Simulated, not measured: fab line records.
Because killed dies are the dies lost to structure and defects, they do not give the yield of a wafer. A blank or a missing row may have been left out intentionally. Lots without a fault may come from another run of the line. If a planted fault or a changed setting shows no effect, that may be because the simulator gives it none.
Which of the tools did it? ; flow berkeley cmos170 ; 39 wafers from 13 lots sampled at 6 of the route's 331 steps

== WHAT EACH GAUGE READ, for each wafer ==
UCB170_SILICIDE_THK_MEAS_03: measures by xrf. Usual: SILICIDE_TI_THK gives 30.33 nm (standard deviation 0.27).
lot;measured;on;SILICIDE_TI_THK (nm);flag
L146;day 7 17:22;film metro-01;29.48 29.94 30.15;
L147;day 7 17:40;film metro-03;30.63 30.08 30.42;
L149;day 8 09:43;film metro-03;30.47 29.97 30.20;
L150;day 8 09:55;film metro-02;30.44 30.52 30.15;
L152;day 8 20:35;film metro-03;30.65 30.67 30.65;
L151;day 8 20:44;film metro-02;30.21 30.35 30.36;
L155;day 9 09:35;film metro-03;30.06 30.21 30.08;
L154;day 9 10:11;film metro-02;30.08 30.38 30.29;
L157;day 9 19:15;film metro-03;30.01 30.18 30.28;
L158;day 10 04:30;film metro-01;30.65 30.25 30.23;
L163;day 10 19:26;film metro-03;30.57 30.40 30.55;
L168;day 12 06:31;film metro-03;30.22 30.52 30.64;
L167;day 12 07:02;film metro-02;30.62 30.11 30.46;

UCB170_CONTACT_THK_MEAS_02. Usual: CONTACT_PSG_THK gives 701 nm (standard deviation 7).
lot;measured;on;CONTACT_PSG_THK (nm);flag
L146;day 7 20:32;film metro-01;703 701 705;
L147;day 7 20:37;film metro-03;682 689 690;
L149;day 8 12:01;film metro-03;703 701 706;
L150;day 8 13:09;film metro-03;705 706 708;
L152;day 8 22:41;film metro-01;713 718 710;
L151;day 8 22:56;film metro-03;706 703 696;
L155;day 9 12:35;film metro-01;712 709 704;
L154;day 9 15:17;film metro-04;713 710 708;
L157;day 9 21:22;film metro-03;700 709 701;
L158;day 10 06:38;film metro-04;696 699 699;
L163;day 10 21:33;film metro-01;695 694 699;
L168;day 12 08:40;film metro-04;712 708 712;
L167;day 12 10:14;film metro-01;1161 1167 1163;OFF

UCB170_V2_CD_MEAS_90 targets a cd of 700 nm. Usual: cd nm 700.2 nm, standard deviation 1.5.
lot;measured;on;cd nm (nm);flag
L146;day 8 13:11;cd sem-01;700.5 700.2 700.9;
L147;day 8 14:11;cd sem-02;700.1 701.4 701.8;
L149;day 9 08:22;cd sem-02;700.6 700.3 698.7;
L150;day 9 08:36;cd sem-02;699.0 700.3 698.5;
L152;day 9 12:35;cd sem-02;697.8 697.4 698.8;
L151;day 9 14:37;cd sem-02;697.3 699.5 699.8;
L155;day 10 05:17;cd sem-02;697.8 697.8 699.5;
L154;day 10 05:52;cd sem-01;701.5 701.3 700.1;
L157;day 10 12:20;cd sem-01;699.2 698.0 698.6;
L158;day 10 21:56;cd sem-02;699.7 699.4 699.4;
L163;day 11 11:33;cd sem-01;701.6 702.3 702.0;
L168;day 13 02:55;cd sem-02;701.5 701.2 701.7;

== WHICH TOOL RAN EACH LOT (tool, then ch and the chambers of the sampled wafers, then the start) ==
lot;UCB170_CONTACT_CVD_01;UCB170_CONTACT_ETCH_18;UCB170_V2_STRIP_15
L146;lpcvd-01 ch 1, day 7 18:46;rie diel-03 ch 1,3, day 8 13:05 or earlier;plasma asher-03 ch 0,1, day 8 13:05
L147;lpcvd-01 ch 1, day 7 18:46;rie diel-03 ch 0,2,3, day 8 14:04 or earlier;plasma asher-02 ch 0,1, day 8 14:04
L149;lpcvd-02 ch 0, day 8 10:11;rie diel-03 ch 2,3, day 9 08:15 or earlier;plasma asher-03 ch 0,1, day 9 08:15
L150;lpcvd-01 ch 1, day 8 11:20;rie diel-02 ch 0,1,3, day 9 08:29 or earlier;plasma asher-02 ch 0,1, day 9 08:29
L152;lpcvd-02 ch 0, day 8 20:53;rie diel-02 ch 0,1, day 9 12:29 or earlier;plasma asher-03 ch 0,1, day 9 12:29
L151;lpcvd-01 ch 1, day 8 21:09;rie diel-03 ch 2,3, day 9 14:31 or earlier;plasma asher-03 ch 0,1, day 9 14:31
L155;lpcvd-02 ch 1, day 9 09:55;rie diel-03 ch 0,2,3, day 10 05:11 or earlier;plasma asher-03 ch 0,1, day 10 05:11
L154;lpcvd-02 ch 0, day 9 12:35;rie diel-03 ch 0,2,3, day 10 05:44 or earlier;plasma asher-03 ch 0,1, day 10 05:44
L157;lpcvd-01 ch 1, day 9 19:35;rie diel-01 ch 2,3, day 10 12:14 or earlier;plasma asher-02 ch 0,1, day 10 12:14
L158;lpcvd-01 ch 0, day 10 04:51;rie diel-03 ch 1,3, day 10 21:50 or earlier;plasma asher-02 ch 0,1, day 10 21:50
L163;lpcvd-01 ch 0, day 10 19:46;rie diel-03 ch 0,1, day 11 11:26 or earlier;plasma asher-02 ch 0,1, day 11 11:26
L168;lpcvd-01 ch 1, day 12 06:52;rie diel-01 ch 0,3, day 13 02:47 or earlier;plasma asher-02 ch 0,1, day 13 02:47
L167;lpcvd-02 ch 1, day 12 08:28;rie diel-02 ch 1,2,3, day 13 09:50 or earlier;-
- UCB170_CONTACT_CVD_01: deposits PSG from SiH4/O2/PH3, target thk 700 nm, time 2820 s.
- UCB170_CONTACT_ETCH_18: etches PSG in CHF3/CF4/Ar, stops on TiSi2, target depth 840 nm, time 195 s.
- UCB170_V2_STRIP_15: strips in O2.

== WHAT THE TOOLS THEMSELVES READ (means of the sampled wafers that have a number; where no wafer has one, the mark that the record gives instead) ==
UCB170_CONTACT_CVD_01. Usual: zone power source pct 7.15 %, standard deviation 0.092.
lot;tool;zone power source pct (%);flag
L146;lpcvd-01;7.06;
L147;lpcvd-01;7.06;
L149;lpcvd-02;7.21;
L150;lpcvd-01;7.11;
L152;lpcvd-02;7.21;
L151;lpcvd-01;7.11;
L155;lpcvd-02;7.19;
L154;lpcvd-02;7.20;
L157;lpcvd-01;7.11;
L158;lpcvd-01;7.20;
L163;lpcvd-01;7.18;
L168;lpcvd-01;7.01;
L167;lpcvd-02;7.17;

UCB170_CONTACT_ETCH_18. Usual: cf4 flow sccm 15.00 sccm, standard deviation 0.044; drypump motor current A 5.9 A, standard deviation 0.37; oes product au 0.898 a.u., standard deviation 0.014; throttle valve pct 6.97 %, standard deviation 0.11.
lot;tool;cf4 flow sccm (sccm);drypump motor current A (A);oes product au (a.u.);throttle valve pct (%);flag
L146;rie diel-03;15.00;5.8;0.914;6.99;
L147;rie diel-03;15.02;6.1;0.890;6.97;
L149;rie diel-03;15.04;6.1;0.902;6.98;
L150;rie diel-02;14.97;5.6;0.903;6.92;
L152;rie diel-02;15.03;5.6;0.905;6.86;
L151;rie diel-03;15.00;6.1;0.897;6.99;
L155;rie diel-03;14.98;6.2;0.900;6.96;
L154;rie diel-03;14.97;6.1;0.899;6.97;
L157;rie diel-01;15.00;6.0;0.898;6.97;
L158;rie diel-03;15.01;5.8;0.906;6.98;
L163;rie diel-03;14.97;5.9;0.911;6.96;
L168;rie diel-01;15.01;5.4;0.880;7.00;
L167;rie diel-02;14.97;5.6;0.996;7.05;OFF

UCB170_V2_STRIP_15. Usual: drypump motor current A 5.7 A, standard deviation 0.51; oes product au 0.721 a.u., standard deviation 0.0044; strip time to endpoint s 15.34 s, standard deviation 0.11.
lot;tool;drypump motor current A (A);oes product au (a.u.);strip time to endpoint s (s);flag
L146;plasma asher-03;5.4;0.718;15.31;
L147;plasma asher-02;6.0;0.726;15.41;
L149;plasma asher-03;5.6;0.721;15.41;
L150;plasma asher-02;5.6;0.722;15.39;
L152;plasma asher-03;5.4;0.723;15.25;
L151;plasma asher-03;5.5;0.722;15.39;
L155;plasma asher-03;5.4;0.721;15.30;
L154;plasma asher-03;5.4;0.727;15.34;
L157;plasma asher-02;5.6;0.719;15.23;
L158;plasma asher-02;5.6;0.723;15.30;
L163;plasma asher-02;5.6;0.721;15.25;
L168;plasma asher-02;5.5;0.720;15.50;

== THE ANSWER, worked out from the rows above alone ==
Rule: lot off if the mean of its wafers having a number is beyond 3 standard deviations from the usual mean. Also off: a lot with no number at a reading for which 4 or more lots have one. Any other lot the step has rows for is counted as sound. After the gauges, taken in route order, come the tools' own readings; for these a lot's mean is taken, as printed above. At the first step where some lot is off, the reading lying furthest off is the one used; lots without a number count as furthest.
Off: L167, seen at UCB170_CONTACT_THK_MEAS_02 (CONTACT_PSG_THK).
If a tool, at a process step before that reading, ran all the lots that are off and no sound lot after the first of them, it fits. The gauges at UCB170_CONTACT_THK_MEAS_02 aren't tried: what is off there is off at UCB170_CONTACT_ETCH_18 too, on other tools, and a gauge's error can't cause that. One fits: lpcvd-02 at UCB170_CONTACT_CVD_01. Its last sound lot is L154 (day 9 12:35), its first lot that is off L167 (day 12 08:28): a fault that began between those two fits.

== WHAT HAD BEEN PUT IN BY THE SIMULATOR ==
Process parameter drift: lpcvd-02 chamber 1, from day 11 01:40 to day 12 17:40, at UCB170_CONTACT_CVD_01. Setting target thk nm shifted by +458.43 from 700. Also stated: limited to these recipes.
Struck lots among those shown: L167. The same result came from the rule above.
